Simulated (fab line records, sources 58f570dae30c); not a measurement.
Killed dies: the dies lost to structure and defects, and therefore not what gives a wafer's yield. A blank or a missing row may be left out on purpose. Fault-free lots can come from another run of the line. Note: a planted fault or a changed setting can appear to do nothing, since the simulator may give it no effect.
Problem report, 8D (eight disciplines) form, completed by code ; flow berkeley_cmos170 ; the parts of the form that need people (team, actions taken, sign-off) are left out

## 1. THE ISSUE
Wafers without a fault read 21.01 C, standard deviation 0.1; developer_temp_C at UCB170_ACTIVE_DEVELOP_12 reads a mean of 20.11 C on 6 wafers belonging to 2 lots. Relative to the usual mean, that is a shift of -9.0 standard deviations.
The step: develop time 45 s.
First seen on wafer L208.1, day 8 08:00, on litho_track-01. At this step, 42 wafers from 14 lots have a number in the record. By rule, "out" or "out of limits" means more than 4 standard deviations away from the usual mean. Any other wafer with a number is counted as sound.

## 2. WHAT THIS IS AND IS NOT
question;is;is not
which readings at this step;developer_temp_C;-
which lots;L208, L209;L190, L192, L193, L194, L195, L196, L197, L198, L199, L200, L201, L213
which wafers of those lots;all that have a number;-
read on which tools;litho_track-01;litho_track-02, litho_track-03
when;from day 8 08:00;"up to then (33 sound wafers); but 3 sound wafers of L213 came after"

## 3. WHAT RULES OUT EACH SUSPECT
Counting: any tool at a process step up to the reading is kept as a suspect provided that every lot that is out went through it and no sound lot did after the first of them.
- litho_track-01 at UCB170_ACTIVE_DEVELOP_12 (develop time 45 s): kept. Every lot that is out went through it, starting with L208 (day 8 08:00), and after that it ran no sound lot; the last sound lot it ran before then is L199 (day 7 00:00). On those wafers its own readings are out: developer_temp_C.
After counting, what remains is litho_track-01 at UCB170_ACTIVE_DEVELOP_12.

## 4. THE CAUSE (what the simulator had put in)
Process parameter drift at UCB170_ACTIVE_DEVELOP_12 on litho_track-01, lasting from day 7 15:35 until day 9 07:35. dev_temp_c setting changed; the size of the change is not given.
Only this tool survived the counting.

## 5. THE EFFECT CHAIN, in route order
Each row: a reading whose mean over the struck wafers that have a number lies more than 3 standard deviations from the usual. Readings are gone through only where the record gives a usual standard deviation; hours: the median, over the lots, of the time from a lot's start at the first step in this table giving one to that lot's start at this step; sigmas: the change measured in usual standard deviations.
hours;step;reading;usual;on struck wafers;change;sigmas
0;UCB170_ACTIVE_DEVELOP_12;developer_temp_C;21.01 C;20.11;-0.90;-9.0
Process steps it contains:
- UCB170_ACTIVE_DEVELOP_12: develop time 45 s.
Later measuring or inspecting steps at which every struck wafer that the step has a row for has a number for every such reading, and none has moved that far: UCB170_ACTIVE_OVL_MEAS_14, UCB170_PFIELD_OVL_MEAS_06.

## 6. WHAT WOULD HAVE CAUGHT IT SOONER
The fault began at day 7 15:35; the first out-of-limits reading in this record came at day 8 08:00, 16 hours later.
